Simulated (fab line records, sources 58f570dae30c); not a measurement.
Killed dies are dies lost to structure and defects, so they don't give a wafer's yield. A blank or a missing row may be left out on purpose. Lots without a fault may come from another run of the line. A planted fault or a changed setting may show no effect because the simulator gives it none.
Chamber matching | flow berkeley_cmos170 | UCB170_ACTIVE_ETCH_15 on rie_diel-04: 4 sister chambers
The step etches Si3N4 in CH3F/Ar/O2, stops on SiO2, target depth 242 nm, time 151 s. 7 wafers are shown with their chamber, then 7 later ones without.

WAFERS WITH THEIR CHAMBER
wafer  | chamber | drypump_motor_current_A (A) | throttle_valve_pct (%)
L181.4 | 3       | 6.8                         | 8.03
L187.6 | 1       | 5.5                         | 8.04
L191.3 | 1       | 5.5                         | 8.03
L191.5 | 0       | 6.3                         | 8.06
L191.6 | 3       | 6.7                         | 8.04
L194.2 | 2       | 6.7                         | 8.27
L194.3 | 0       | 6.3                         | 8.07

WAFERS WITHOUT THEIR CHAMBER
wafer  | drypump_motor_current_A (A) | throttle_valve_pct (%)
L194.4 | 6.7                         | 8.05
L195.1 | 5.5                         | 8.03
L195.3 | 6.7                         | 8.28
L195.6 | 5.5                         | 8.04
L198.1 | 5.5                         | 8.04
L198.2 | 6.8                         | 8.28
L198.5 | 5.5                         | 8.04

WHICH CHAMBER EACH WENT THROUGH
wafer  | from the rows above | in truth
L194.4 | 3                   | 3
L195.1 | 1                   | 1
L195.3 | 2                   | 2
L195.6 | 1                   | 1
L198.1 | 1                   | 1
L198.2 | 2                   | 2
L198.5 | 1                   | 1
Placed correctly: 7 of 7. Can't be placed from these rows: 0. Placed wrongly: 0.
How it was worked out, from the rows above alone: a wafer's distance from a chamber is the root of the sum, over the readings, of the square of ((its reading less the chamber's mean) divided by the reading's scatter). The wafer belongs to the nearest chamber; if the next one is less than 2 further off, it can't be placed. A chamber's mean is the mean of its shown wafers. The scatter: the root of (the sum of the squares of (reading less its chamber's mean) over the shown wafers, divided by (wafers less chambers)).
